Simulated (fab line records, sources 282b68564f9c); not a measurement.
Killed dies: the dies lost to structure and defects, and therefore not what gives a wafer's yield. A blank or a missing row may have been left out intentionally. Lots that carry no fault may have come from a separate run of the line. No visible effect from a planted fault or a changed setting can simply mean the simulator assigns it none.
fab line records / flow rit_cmos / part 2 of 2: steps 36 to 48 of 48
[record] lots = 5 wafers = 15 last_day = 7
route steps=202 shown ACTIVE@2 FOX1@20 FOX2@23 NWELL@28 PWELL@39
lots with no fault: from the same line, run without faults
start_h: hours from the record's first day to the start of the lot's first wafer shown / wait_h: time in hours since the lot's previous step / " the same as in the row above / L1.1+2: a single row standing in for several wafers / - no value present, or no start provided / * or withheld: withheld / < > ~ a bound
route shown NAME@n: names a module that has steps shown in the file, with the first one's number in the route / usual: mean/standard deviation of fault-free wafers / same: alike in all rows / chamber/n: place in a boat / sites: per-site readings / _std_site: how widely they spread, as a standard deviation / _edge_site: inner sites' mean taken away from outer sites' mean / radius_mm: how far each site lies from the wafer's centre / mask NAME#n: copy n / behind: the most recent tool/chamber to have shaped the wafer / hold: why the lot was held/for how many hours/how that ended / device: the n, p or np transistor that did not switch / end of line: the same wafers' tests at the end of the route / a step without rows: its recipe alone / killed: not the wafer's yield, but the dies lost to structure and defects at the first sort / map: a wafer's dies, x killed, . not, _ none there
set.NAME: the setting as run; set.NAME@STEP: as run at that earlier step / model.NAME: the simulator's own value behind a step, which no gauge read
a table for each step, a row for each wafer; lots at some steps of the route
services: a tool's chamber out of use, with start hour (start_h, from the record's first day; less than 0 if before it), hours out, and reason
[[steps]]
[step RIT_NWELL_STRIP_09]
[recipe] chemistry = O2 time_s = 180 resist = NOVOLAK platen_temp_c = withheld power_w = 500 pressure_mtorr = 4000 o2_flow_sccm = 4000
[usual] drypump_motor_current_A = 5.5/0.34
lot.wafer=L080.1 tool=plasma_asher-01 chamber=1 start_h=58.09 wait_h=0.1 drypump_motor_current_A=5.0 rf_hours_counter_h=26
lot.wafer=L080.3 tool=plasma_asher-01 chamber=1 start_h=58.09 wait_h=0.1 drypump_motor_current_A=5.0 rf_hours_counter_h=-
lot.wafer=L080.5 tool=plasma_asher-01 chamber=0 start_h=58.09 wait_h=0.1 drypump_motor_current_A=6.0 rf_hours_counter_h=-
lot.wafer=L081.1 tool=plasma_asher-01 chamber=1 start_h=69.47 wait_h=0.1 drypump_motor_current_A=5.0 rf_hours_counter_h=28
lot.wafer=L081.4 tool=plasma_asher-01 chamber=0 start_h=69.47 wait_h=0.1 drypump_motor_current_A=6.0 rf_hours_counter_h=-
lot.wafer=L081.5 tool=plasma_asher-01 chamber=1 start_h=69.47 wait_h=0.1 drypump_motor_current_A=5.0 rf_hours_counter_h=-
lot.wafer=L084.3 tool=plasma_asher-04 chamber=0 start_h=89.62 wait_h=0.1 drypump_motor_current_A=5.3 rf_hours_counter_h=-
lot.wafer=L084.4 tool=plasma_asher-04 chamber=1 start_h=89.62 wait_h=0.1 drypump_motor_current_A=5.8 rf_hours_counter_h=-
lot.wafer=L084.5 tool=plasma_asher-04 chamber=1 start_h=89.62 wait_h=0.1 drypump_motor_current_A=5.7 rf_hours_counter_h=-
lot.wafer=L092.1 tool=plasma_asher-03 chamber=1 start_h=114.08 wait_h=0.1 drypump_motor_current_A=5.5 rf_hours_counter_h=40
lot.wafer=L092.2 tool=plasma_asher-03 chamber=0 start_h=114.08 wait_h=0.1 drypump_motor_current_A=5.7 rf_hours_counter_h=40
lot.wafer=L092.5 tool=plasma_asher-03 chamber=1 start_h=114.08 wait_h=0.1 drypump_motor_current_A=5.6 rf_hours_counter_h=-
lot.wafer=L094.1 tool=plasma_asher-01 chamber=1 start_h=126.56 wait_h=0.1 drypump_motor_current_A=5.0 rf_hours_counter_h=33
lot.wafer=L094.2 tool=plasma_asher-01 chamber=0 start_h=126.56 wait_h=0.1 drypump_motor_current_A=5.9 rf_hours_counter_h=33
lot.wafer=L094.3 tool=plasma_asher-01 chamber=1 start_h=126.56 wait_h=0.1 drypump_motor_current_A=5.0 rf_hours_counter_h=-
[step RIT_NWELL_TW_MEAS_10]
[usual] NWELL_TW = 2146/23
lot.wafer=L080.1 tool=film_metro-04 chamber=- start_h=58.26 wait_h=0.1 NWELL_TW=2114
lot.wafer=L080.3 tool=film_metro-04 chamber=- start_h=58.26 wait_h=0.1 NWELL_TW=2112
lot.wafer=L080.5 tool=film_metro-04 chamber=- start_h=58.26 wait_h=0.1 NWELL_TW=2115
lot.wafer=L081.1 tool=film_metro-01 chamber=- start_h=69.64 wait_h=0.1 NWELL_TW=2175
lot.wafer=L081.4 tool=film_metro-01 chamber=- start_h=69.64 wait_h=0.1 NWELL_TW=2173
lot.wafer=L081.5 tool=film_metro-01 chamber=- start_h=69.64 wait_h=0.1 NWELL_TW=2171
lot.wafer=L084.3 tool=film_metro-02 chamber=- start_h=89.76 wait_h=0.1 NWELL_TW=2152
lot.wafer=L084.4 tool=film_metro-02 chamber=- start_h=89.76 wait_h=0.1 NWELL_TW=2160
lot.wafer=L084.5 tool=film_metro-02 chamber=- start_h=89.76 wait_h=0.1 NWELL_TW=2152
lot.wafer=L092.1 tool=film_metro-04 chamber=- start_h=114.43 wait_h=0.3 NWELL_TW=2140
lot.wafer=L092.2 tool=film_metro-04 chamber=- start_h=114.43 wait_h=0.3 NWELL_TW=2123
lot.wafer=L092.5 tool=film_metro-04 chamber=- start_h=114.43 wait_h=0.3 NWELL_TW=2141
lot.wafer=L094.1 tool=film_metro-04 chamber=- start_h=126.74 wait_h=0.1 NWELL_TW=2129
lot.wafer=L094.2 tool=film_metro-04 chamber=- start_h=126.74 wait_h=0.1 NWELL_TW=2115
lot.wafer=L094.3 tool=film_metro-04 chamber=- start_h=126.74 wait_h=0.1 NWELL_TW=2114
[step RIT_PWELL_HMDS_00]
[recipe] prime_time_s = 60 prime_temp_c = 140
lot.wafer=L080.1+3+5 tool=litho_track-01 chamber=0 start_h=58.32 wait_h=0.1
lot.wafer=L081.1+4+5 tool=litho_track-03 chamber=0 start_h=69.84 wait_h=0.2
lot.wafer=L084.3+4+5 tool=litho_track-03 chamber=0 start_h=89.85 wait_h=0.1
lot.wafer=L092.1+2+5 tool=litho_track-04 chamber=0 start_h=114.49 wait_h=0.1
lot.wafer=L094.1+2+3 tool=litho_track-01 chamber=0 start_h=126.80 wait_h=0.1
[step RIT_PWELL_COAT_01]
[recipe] resist = NOVOLAK spin_rpm = 2000 resist_thk_nm = 1300
lot.wafer=L080.1+3+5 tool=litho_track-01 chamber=0 start_h=58.47 wait_h=0.1
lot.wafer=L081.1+4+5 tool=litho_track-03 chamber=0 start_h=69.99 wait_h=0.1
lot.wafer=L084.3+4+5 tool=litho_track-03 chamber=0 start_h=90.00 wait_h=0.1
lot.wafer=L092.1+2+5 tool=litho_track-04 chamber=0 start_h=114.64 wait_h=0.1
lot.wafer=L094.1+2+3 tool=litho_track-01 chamber=0 start_h=126.95 wait_h=0.1
[step RIT_PWELL_SOFTBAKE_02]
[recipe] resist = NOVOLAK temp_c = 90 time_s = 60
[usual] plate_temp_C = 90.01/0.14
lot.wafer=L080.1 tool=litho_track-01 chamber=0 start_h=58.62 wait_h=0.1 plate_temp_C=90.12
lot.wafer=L080.3 tool=litho_track-01 chamber=0 start_h=58.62 wait_h=0.1 plate_temp_C=89.80
lot.wafer=L080.5 tool=litho_track-01 chamber=0 start_h=58.62 wait_h=0.1 plate_temp_C=90.01
lot.wafer=L081.1 tool=litho_track-03 chamber=0 start_h=70.14 wait_h=0.1 plate_temp_C=90.11
lot.wafer=L081.4 tool=litho_track-03 chamber=0 start_h=70.14 wait_h=0.1 plate_temp_C=90.20
lot.wafer=L081.5 tool=litho_track-03 chamber=0 start_h=70.14 wait_h=0.1 plate_temp_C=90.19
lot.wafer=L084.3 tool=litho_track-03 chamber=0 start_h=90.15 wait_h=0.1 plate_temp_C=90.17
lot.wafer=L084.4 tool=litho_track-03 chamber=0 start_h=90.15 wait_h=0.1 plate_temp_C=89.93
lot.wafer=L084.5 tool=litho_track-03 chamber=0 start_h=90.15 wait_h=0.1 plate_temp_C=90.28
lot.wafer=L092.1 tool=litho_track-04 chamber=0 start_h=114.79 wait_h=0.1 plate_temp_C=89.91
lot.wafer=L092.2 tool=litho_track-04 chamber=0 start_h=114.79 wait_h=0.1 plate_temp_C=89.90
lot.wafer=L092.5 tool=litho_track-04 chamber=0 start_h=114.79 wait_h=0.1 plate_temp_C=89.88
lot.wafer=L094.1 tool=litho_track-01 chamber=0 start_h=127.10 wait_h=0.1 plate_temp_C=90.28
lot.wafer=L094.2 tool=litho_track-01 chamber=0 start_h=127.10 wait_h=0.1 plate_temp_C=90.13
lot.wafer=L094.3 tool=litho_track-01 chamber=0 start_h=127.10 wait_h=0.1 plate_temp_C=90.13
[step RIT_PWELL_EXPOSE_03]
[recipe] mask_id = M3 na = 0.57 target_cd_nm = 43700 dose_mj = 250
lot.wafer=L080.1+3+5 tool=iline_stepper-01 chamber=0 start_h=59.10 wait_h=0.4 mask=M3#0
lot.wafer=L081.1+4+5 tool=iline_stepper-02 chamber=0 start_h=70.32 wait_h=0.1 mask=M3#0
lot.wafer=L084.3+4+5 tool=iline_stepper-02 chamber=0 start_h=90.29 wait_h=0.1 mask=M3#0
lot.wafer=L092.1+2+5 tool=iline_stepper-02 chamber=0 start_h=122.71 wait_h=7.9 mask=M3#0
lot.wafer=L094.1+2+3 tool=iline_stepper-01 chamber=0 start_h=127.37 wait_h=0.2 mask=M3#0
[step RIT_PWELL_PEB_04]
[recipe] resist = NOVOLAK temp_c = withheld time_s = withheld
lot.wafer=L080.1+3+5 tool=litho_track-03 chamber=0 start_h=59.29 wait_h=0.2
lot.wafer=L081.1+4+5 tool=litho_track-01 chamber=0 start_h=70.43 wait_h=0.1
lot.wafer=L084.3+4+5 tool=litho_track-04 chamber=0 start_h=90.44 wait_h=0.1
lot.wafer=L092.1+2+5 tool=litho_track-01 chamber=0 start_h=123.03 wait_h=0.3
lot.wafer=L094.1+2+3 tool=litho_track-01 chamber=0 start_h=127.49 wait_h=0.1
[step RIT_PWELL_DEVELOP_05]
[recipe] resist = NOVOLAK develop_time_s = 68 dev_temp_c = 23
lot.wafer=L080.1+3+5 tool=litho_track-03 chamber=0 start_h=- wait_h=-
lot.wafer=L081.1+4+5 tool=litho_track-01 chamber=0 start_h=- wait_h=-
lot.wafer=L084.3+4+5 tool=litho_track-04 chamber=0 start_h=- wait_h=-
lot.wafer=L092.1+2+5 tool=litho_track-01 chamber=0 start_h=- wait_h=-
lot.wafer=L094.1+2+3 tool=litho_track-01 chamber=0 start_h=- wait_h=-
[step RIT_PWELL_OVL_MEAS_06]
[usual] PWELL_OVL = 1.1/1.4
lot.wafer=L080.1 tool=overlay-01 chamber=- start_h=59.60 wait_h=- PWELL_OVL[nm]=1.0
lot.wafer=L080.3 tool=overlay-01 chamber=- start_h=59.60 wait_h=- PWELL_OVL[nm]=0.9
lot.wafer=L080.5 tool=overlay-01 chamber=- start_h=59.60 wait_h=- PWELL_OVL[nm]=1.5
lot.wafer=L081.1 tool=overlay-01 chamber=- start_h=70.75 wait_h=- PWELL_OVL[nm]=-1.4
lot.wafer=L081.4 tool=overlay-01 chamber=- start_h=70.75 wait_h=- PWELL_OVL[nm]=-2.1
lot.wafer=L081.5 tool=overlay-01 chamber=- start_h=70.75 wait_h=- PWELL_OVL[nm]=-2.5
lot.wafer=L084.3 tool=overlay-02 chamber=- start_h=90.71 wait_h=- PWELL_OVL[nm]=0.4
lot.wafer=L084.4 tool=overlay-02 chamber=- start_h=90.71 wait_h=- PWELL_OVL[nm]=1.7
lot.wafer=L084.5 tool=overlay-02 chamber=- start_h=90.71 wait_h=- PWELL_OVL[nm]=1.2
lot.wafer=L092.1 tool=overlay-02 chamber=- start_h=123.35 wait_h=- PWELL_OVL[nm]=2.5
lot.wafer=L092.2 tool=overlay-02 chamber=- start_h=123.35 wait_h=- PWELL_OVL[nm]=1.8
lot.wafer=L092.5 tool=overlay-02 chamber=- start_h=123.35 wait_h=- PWELL_OVL[nm]=2.5
lot.wafer=L094.1 tool=overlay-01 chamber=- start_h=127.80 wait_h=- PWELL_OVL[nm]=2.3
lot.wafer=L094.2 tool=overlay-01 chamber=- start_h=127.80 wait_h=- PWELL_OVL[nm]=2.8
lot.wafer=L094.3 tool=overlay-01 chamber=- start_h=127.80 wait_h=- PWELL_OVL[nm]=2.1
[step RIT_PWELL_HARDBAKE_07]
[recipe] resist = NOVOLAK temp_c = 140 time_s = 120
[usual] plate_temp_C = 139.99/0.16
lot.wafer=L080.1 tool=litho_track-03 chamber=0 start_h=59.64 wait_h=0.0 plate_temp_C=140.11
lot.wafer=L080.3 tool=litho_track-03 chamber=0 start_h=59.64 wait_h=0.0 plate_temp_C=140.05
lot.wafer=L080.5 tool=litho_track-03 chamber=0 start_h=59.64 wait_h=0.0 plate_temp_C=140.03
lot.wafer=L081.1 tool=litho_track-01 chamber=0 start_h=70.78 wait_h=0.0 plate_temp_C=139.75
lot.wafer=L081.4 tool=litho_track-01 chamber=0 start_h=70.78 wait_h=0.0 plate_temp_C=139.99
lot.wafer=L081.5 tool=litho_track-01 chamber=0 start_h=70.78 wait_h=0.0 plate_temp_C=139.86
lot.wafer=L084.3 tool=litho_track-01 chamber=0 start_h=90.93 wait_h=0.2 plate_temp_C=139.95
lot.wafer=L084.4 tool=litho_track-01 chamber=0 start_h=90.93 wait_h=0.2 plate_temp_C=139.95
lot.wafer=L084.5 tool=litho_track-01 chamber=0 start_h=90.93 wait_h=0.2 plate_temp_C=139.82
lot.wafer=L092.1 tool=litho_track-01 chamber=0 start_h=123.38 wait_h=0.0 plate_temp_C=139.87
lot.wafer=L092.2 tool=litho_track-01 chamber=0 start_h=123.38 wait_h=0.0 plate_temp_C=139.87
lot.wafer=L092.5 tool=litho_track-01 chamber=0 start_h=123.38 wait_h=0.0 plate_temp_C=139.87
lot.wafer=L094.1 tool=litho_track-04 chamber=0 start_h=127.84 wait_h=0.0 plate_temp_C=139.92
lot.wafer=L094.2 tool=litho_track-04 chamber=0 start_h=127.84 wait_h=0.0 plate_temp_C=140.17
lot.wafer=L094.3 tool=litho_track-04 chamber=0 start_h=127.84 wait_h=0.0 plate_temp_C=139.84
[step RIT_PWELL_IMPLANT_08]
[recipe] species = B energy_kev = 170 dose_cm2 = 7e+13 tilt_deg = 7
[usual] beam_on_s = 10.00/0.18
lot.wafer=L080.1 tool=implanter-02 chamber=0 start_h=59.89 wait_h=0.2 beam_on_s=9.98
lot.wafer=L080.3 tool=implanter-02 chamber=0 start_h=59.89 wait_h=0.2 beam_on_s=9.98
lot.wafer=L080.5 tool=implanter-02 chamber=0 start_h=59.89 wait_h=0.2 beam_on_s=10.11
lot.wafer=L081.1 tool=implanter-02 chamber=0 start_h=71.03 wait_h=0.2 beam_on_s=10.00
lot.wafer=L081.4 tool=implanter-02 chamber=0 start_h=71.03 wait_h=0.2 beam_on_s=10.11
lot.wafer=L081.5 tool=implanter-02 chamber=0 start_h=71.03 wait_h=0.2 beam_on_s=9.67
lot.wafer=L084.3 tool=implanter-04 chamber=0 start_h=91.15 wait_h=0.2 beam_on_s=10.18
lot.wafer=L084.4 tool=implanter-04 chamber=0 start_h=91.15 wait_h=0.2 beam_on_s=9.91
lot.wafer=L084.5 tool=implanter-04 chamber=0 start_h=91.15 wait_h=0.2 beam_on_s=10.27
lot.wafer=L092.1 tool=implanter-04 chamber=0 start_h=123.63 wait_h=0.2 beam_on_s=9.98
lot.wafer=L092.2 tool=implanter-04 chamber=0 start_h=123.63 wait_h=0.2 beam_on_s=10.18
lot.wafer=L092.5 tool=implanter-04 chamber=0 start_h=123.63 wait_h=0.2 beam_on_s=9.90
lot.wafer=L094.1 tool=implanter-02 chamber=0 start_h=128.09 wait_h=0.2 beam_on_s=10.12
lot.wafer=L094.2 tool=implanter-02 chamber=0 start_h=128.09 wait_h=0.2 beam_on_s=10.21
lot.wafer=L094.3 tool=implanter-02 chamber=0 start_h=128.09 wait_h=0.2 beam_on_s=9.87
[step RIT_PWELL_STRIP_09]
[recipe] chemistry = O2 time_s = 180 resist = NOVOLAK platen_temp_c = withheld power_w = 500 pressure_mtorr = 4000 o2_flow_sccm = 4000
[usual] drypump_motor_current_A = 5.6/0.46
lot.wafer=L080.1 tool=plasma_asher-04 chamber=1 start_h=60.04 wait_h=0.1 drypump_motor_current_A=5.7 rf_hours_counter_h=41
lot.wafer=L080.3 tool=plasma_asher-04 chamber=1 start_h=60.04 wait_h=0.1 drypump_motor_current_A=5.7 rf_hours_counter_h=-
lot.wafer=L080.5 tool=plasma_asher-04 chamber=0 start_h=60.04 wait_h=0.1 drypump_motor_current_A=5.4 rf_hours_counter_h=-
lot.wafer=L081.1 tool=plasma_asher-01 chamber=0 start_h=71.18 wait_h=0.1 drypump_motor_current_A=6.0 rf_hours_counter_h=28
lot.wafer=L081.4 tool=plasma_asher-01 chamber=1 start_h=71.18 wait_h=0.1 drypump_motor_current_A=5.0 rf_hours_counter_h=-
lot.wafer=L081.5 tool=plasma_asher-01 chamber=0 start_h=71.18 wait_h=0.1 drypump_motor_current_A=6.0 rf_hours_counter_h=-
lot.wafer=L084.3 tool=plasma_asher-04 chamber=0 start_h=91.31 wait_h=0.1 drypump_motor_current_A=5.3 rf_hours_counter_h=-
lot.wafer=L084.4 tool=plasma_asher-04 chamber=1 start_h=91.31 wait_h=0.1 drypump_motor_current_A=5.8 rf_hours_counter_h=-
lot.wafer=L084.5 tool=plasma_asher-04 chamber=0 start_h=91.31 wait_h=0.1 drypump_motor_current_A=5.3 rf_hours_counter_h=-
lot.wafer=L092.1 tool=plasma_asher-02 chamber=0 start_h=123.78 wait_h=0.1 drypump_motor_current_A=5.5 rf_hours_counter_h=1
lot.wafer=L092.2 tool=plasma_asher-02 chamber=1 start_h=123.78 wait_h=0.1 drypump_motor_current_A=6.5 rf_hours_counter_h=1
lot.wafer=L092.5 tool=plasma_asher-02 chamber=1 start_h=123.78 wait_h=0.1 drypump_motor_current_A=6.5 rf_hours_counter_h=-
lot.wafer=L094.1 tool=plasma_asher-02 chamber=0 start_h=128.24 wait_h=0.1 drypump_motor_current_A=5.5 rf_hours_counter_h=1
lot.wafer=L094.2 tool=plasma_asher-02 chamber=1 start_h=128.24 wait_h=0.1 drypump_motor_current_A=6.5 rf_hours_counter_h=1
lot.wafer=L094.3 tool=plasma_asher-02 chamber=0 start_h=128.24 wait_h=0.1 drypump_motor_current_A=5.5 rf_hours_counter_h=-
[step RIT_PWELL_TW_MEAS_10]
[usual] PWELL_TW = 952/9
lot.wafer=L080.1 tool=film_metro-04 chamber=- start_h=60.21 wait_h=0.1 PWELL_TW=941
lot.wafer=L080.3 tool=film_metro-04 chamber=- start_h=60.21 wait_h=0.1 PWELL_TW=938
lot.wafer=L080.5 tool=film_metro-04 chamber=- start_h=60.21 wait_h=0.1 PWELL_TW=947
lot.wafer=L081.1 tool=film_metro-01 chamber=- start_h=71.36 wait_h=0.1 PWELL_TW=970
lot.wafer=L081.4 tool=film_metro-01 chamber=- start_h=71.36 wait_h=0.1 PWELL_TW=965
lot.wafer=L081.5 tool=film_metro-01 chamber=- start_h=71.36 wait_h=0.1 PWELL_TW=973
lot.wafer=L084.3 tool=film_metro-04 chamber=- start_h=91.45 wait_h=0.1 PWELL_TW=949
lot.wafer=L084.4 tool=film_metro-04 chamber=- start_h=91.45 wait_h=0.1 PWELL_TW=950
lot.wafer=L084.5 tool=film_metro-04 chamber=- start_h=91.45 wait_h=0.1 PWELL_TW=950
lot.wafer=L092.1 tool=film_metro-04 chamber=- start_h=123.96 wait_h=0.1 PWELL_TW=939
lot.wafer=L092.2 tool=film_metro-04 chamber=- start_h=123.96 wait_h=0.1 PWELL_TW=946
lot.wafer=L092.5 tool=film_metro-04 chamber=- start_h=123.96 wait_h=0.1 PWELL_TW=938
lot.wafer=L094.1 tool=film_metro-04 chamber=- start_h=128.41 wait_h=0.1 PWELL_TW=945
lot.wafer=L094.2 tool=film_metro-04 chamber=- start_h=128.41 wait_h=0.1 PWELL_TW=944
lot.wafer=L094.3 tool=film_metro-04 chamber=- start_h=128.41 wait_h=0.1 PWELL_TW=942
[[services]]
tool=rie_diel-04 chamber=3 start_h=21.02 hours=3.7 kind=repair
tool=plasma_asher-02 chamber=- start_h=21.58 hours=2.8 kind=pm
tool=rie_diel-04 chamber=2 start_h=25.39 hours=4.3 kind=repair
tool=implanter-04 chamber=- start_h=35.49 hours=2.3 kind=repair
tool=lpcvd-02 chamber=- start_h=45.82 hours=0.5 kind=repair
tool=implanter-04 chamber=- start_h=46.20 hours=6.6 kind=repair
tool=rie_diel-04 chamber=2 start_h=46.90 hours=12.9 kind=repair
tool=wet_bench-01 chamber=- start_h=57.20 hours=4.5 kind=repair
tool=rie_diel-03 chamber=3 start_h=66.73 hours=1.3 kind=repair
tool=plasma_asher-03 chamber=- start_h=67.92 hours=3.8 kind=repair
tool=iline_stepper-01 chamber=- start_h=69.13 hours=1.7 kind=pm
tool=rie_diel-04 chamber=2 start_h=74.04 hours=16.5 kind=repair
tool=iline_stepper-01 chamber=- start_h=76.64 hours=28.9 kind=pm
tool=lpcvd-01 chamber=- start_h=76.67 hours=1.4 kind=repair
tool=rie_diel-04 chamber=3 start_h=79.36 hours=5.8 kind=repair
tool=implanter-04 chamber=- start_h=79.93 hours=0.6 kind=repair
tool=furnace-04 chamber=- start_h=82.28 hours=3.4 kind=pm
tool=furnace-01 chamber=- start_h=87.10 hours=3.8 kind=pm
tool=plasma_asher-02 chamber=- start_h=108.75 hours=9.0 kind=pm
tool=plasma_asher-02 chamber=0 start_h=108.75 hours=9.0 kind=vent_cycle
tool=plasma_asher-01 chamber=- start_h=112.30 hours=2.8 kind=pm
tool=rie_diel-02 chamber=2 start_h=112.83 hours=11.1 kind=repair
tool=furnace-04 chamber=- start_h=122.05 hours=3.4 kind=pm
tool=iline_stepper-02 chamber=- start_h=122.96 hours=8.9 kind=pm
